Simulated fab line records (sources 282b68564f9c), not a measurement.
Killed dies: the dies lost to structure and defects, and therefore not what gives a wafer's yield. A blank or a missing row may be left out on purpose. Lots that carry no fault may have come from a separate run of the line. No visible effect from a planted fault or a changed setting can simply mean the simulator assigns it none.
Struck lot and sound lot, side by side | flow ritCmos | 28 steps out of a route of 202
Sound: these wafers, L406.2, L406.4, L406.5. Wafers L403.1, L403.2, L403.6 were the ones struck. The cause comes at the end.
Per side, at each step with rows, come the tool, then ch with its chambers, and then its first start. Under that, the readings that differ: sound wafers | struck wafers | difference of the means | sigmas: that difference in standard deviations of wafers without a fault.
alike: a reading whose means differ by less than 2 such deviations, as well as words and numbers matching on both sides. not compared: withheld readings; readings where some wafer has no value; bounds like >300 that might hide an equal value; numbers whose values overlap and for which the record gives no deviation.
The two part at a step that has a row with sigmas, a row that says differs or no value, or rows on one side only. When numbers do not overlap yet have no deviation, they are printed without sigmas and do not part them. Lack of a reading on every wafer of one side parts them only where that side has two or more wafers.

RIT_ACTIVE_BOW_MEAS_00:
  sound on filmMetro-01 at day 4 08:01; struck on filmMetro-03 at day 3 17:00
  alike: INCOMING_BOW
RIT_ACTIVE_OXIDATION_01: target thk 46.8 nm, ox time 3360 s.
  sound on furnace-01 ch 0, day 4 08:07; struck on furnace-03 ch 0, day 3 17:07
reading                                      | sound             | struck            | difference | sigmas
model.SiO2_of_ACTIVE_OXIDATION_01.thkNm (nm) | 46.06 44.89 45.85 | 72.89 72.17 72.95 | +27.07     | 
RIT_ACTIVE_THK_MEAS_02:
  sound on filmMetro-03 at day 4 10:04; struck on filmMetro-01 at day 3 19:04
reading               | sound          | struck         | difference | sigmas
ACTIVE_OXIDE_THK (nm) | 46.1 44.9 45.9 | 72.8 72.2 72.9 | +27.0      | +27
then, 1 step without rows for these wafers: RIT_ACTIVE_CVD_03 (deposits Si3N4 from SiH2Cl2/NH3, target thk 150 nm, time 1500 s).
RIT_ACTIVE_THK_MEAS_04:
  sound on filmMetro-04 at day 4 11:32; struck on filmMetro-04 at day 3 20:32
  alike: ACTIVE_NITRIDE_THK
then, 6 steps without rows for these wafers: RIT_ACTIVE_HMDS_05 (prime time 60 s); RIT_ACTIVE_COAT_06 (resist thk 1000 nm); RIT_ACTIVE_SOFTBAKE_07 (time 60 s); RIT_ACTIVE_EXPOSE_08 (exposes mask M1, target cd 1400 nm); RIT_ACTIVE_PEB_09; RIT_ACTIVE_DEVELOP_10 (develop time 50 s).
RIT_ACTIVE_CD_MEAS_11: the cd target is 1400 nm.
  sound on cdSem-01 at day 4 12:35; struck on cdSem-01 at day 3 21:34
  alike: cdNm
then, 1 step without rows for these wafers: RIT_ACTIVE_HARDBAKE_12 (time 60 s).
RIT_ACTIVE_ETCH_13: etches Si3N4 in SF6, stops on SiO2, time 210 s, target depth 210 nm.
  sound on rieDiel-04 ch 0,3, day 4 12:50; struck on rieDiel-04 ch 0,1,2, day 3 21:50
  alike: drypumpMotorCurrentA, oesProductAu, throttleValvePct
  not compared: rfHoursCounterH
RIT_ACTIVE_STRIP_14: strips in O2, time 180 s.
  sound on plasmaAsher-01 ch 0,1, day 4 12:58; struck on plasmaAsher-01 ch 0,1, day 3 21:58
  alike: drypumpMotorCurrentA, o2FlowSccm, rfReflPowerW
  not compared: rfHoursCounterH
RIT_ACTIVE_CD_MEAS_90: the cd target is 1400 nm.
  sound on cdSem-01 at day 4 13:10; struck on cdSem-01 at day 3 22:09
  alike: cdNm
then, 4 steps without rows for these wafers: RIT_ACTIVE_CLEAN_15 (cleans in SC1, time 600 s); RIT_ACTIVE_CLEAN_16 (cleans in dHF, time 30 s); RIT_ACTIVE_CLEAN_17 (cleans in SC2, time 600 s); RIT_FOX1_OXIDATION_00 (target thk 350.7 nm, ox time 1130 s).
RIT_FOX1_THK_MEAS_01:
  sound on filmMetro-02 at day 4 16:33; struck on filmMetro-04 at day 4 01:22
  alike: FOX1_OXIDE_THK
then, 2 steps without rows for these wafers: RIT_FOX1_WET_ETCH_02 (etches SiO2 in BOE, target depth 350 nm, time 390 s); RIT_FOX2_OXIDATION_00 (target thk 350.7 nm, ox time 1130 s).
RIT_FOX2_THK_MEAS_01:
  sound on filmMetro-02 at day 4 18:28; struck on filmMetro-01 at day 4 02:52
  alike: FOX2_OXIDE_THK
then, 1 step without rows for these wafers: RIT_FOX2_CLEAN_02 (cleans in dHF, time 180 s).
RIT_FOX2_WET_ETCH_03: etches Si3N4 in H3PO4, target depth 195 nm, time 2700 s.
  sound on wetBench-01 ch 1, day 4 18:35; struck on wetBench-01 ch 2, day 4 02:59
reading                                      | sound         | struck           | difference | sigmas
model.SiO2_of_ACTIVE_OXIDATION_01.thkNm (nm) | 39.4 40 39.24 | 64.9 62.57 63.43 | +24.1      | 
  alike: bathGuardTempC, tempC
RIT_FOX2_THK_MEAS_90:
  sound on filmMetro-01 at day 4 19:25; struck on filmMetro-03 at day 4 03:49
  alike: FIELD_OXIDE_LEFT_1_THK
RIT_M1_PROBE_99:
  sound on prober-02 at day 6 11:50; struck on prober-01 at day 5 16:56
reading                           | sound             | struck            | difference | sigmas
model.etest.nldd.widthNm (nm)     | 3184 3191 3190    | 2797 2816 2791    | -387       | 
model.etest.pldd.widthNm (nm)     | 3198 3190 3203    | 2799 2795 2788    | -403       | 
model.etest.nmos_0p3.rOnOhmUm     | 2163 2151 2165    | 2306 2341 2311    | +160       | 
model.etest.nplusSal.widthNm (nm) | 3448 3446 3456    | 3299 3318 3315    | -139       | 
model.etest.pplusSal.widthNm (nm) | 3442 3446 3459    | 3307 3315 3316    | -136       | 
model.etest.nmosNarrow.driveUaUm  | 228 228.6 228.9   | 136 133.9 132.9   | -94        | 
model.etest.pmosNarrow.driveUaUm  | 103.3 104.3 105.2 | 66.42 66.46 64.2  | -38.57     | 
model.etest.nmos_0p15.driveUaUm   | 482.4 476.6 486.1 | 442.3 438.7 435.2 | -43.0      | 
  alike: killedAtContacts, killedAtFrontEnd, killedDies, killedOpen, killedShort

WHERE THEY PART
Only at RIT_ACTIVE_THK_MEAS_02, within this record. Later steps at which nothing parts them and some readings are alike: RIT_ACTIVE_THK_MEAS_04, RIT_ACTIVE_CD_MEAS_11, RIT_ACTIVE_ETCH_13, RIT_ACTIVE_STRIP_14, RIT_ACTIVE_CD_MEAS_90, RIT_FOX1_THK_MEAS_01, RIT_FOX2_THK_MEAS_01, RIT_FOX2_WET_ETCH_03, RIT_FOX2_THK_MEAS_90, RIT_M1_PROBE_99.

WHY: whatever the simulator had introduced
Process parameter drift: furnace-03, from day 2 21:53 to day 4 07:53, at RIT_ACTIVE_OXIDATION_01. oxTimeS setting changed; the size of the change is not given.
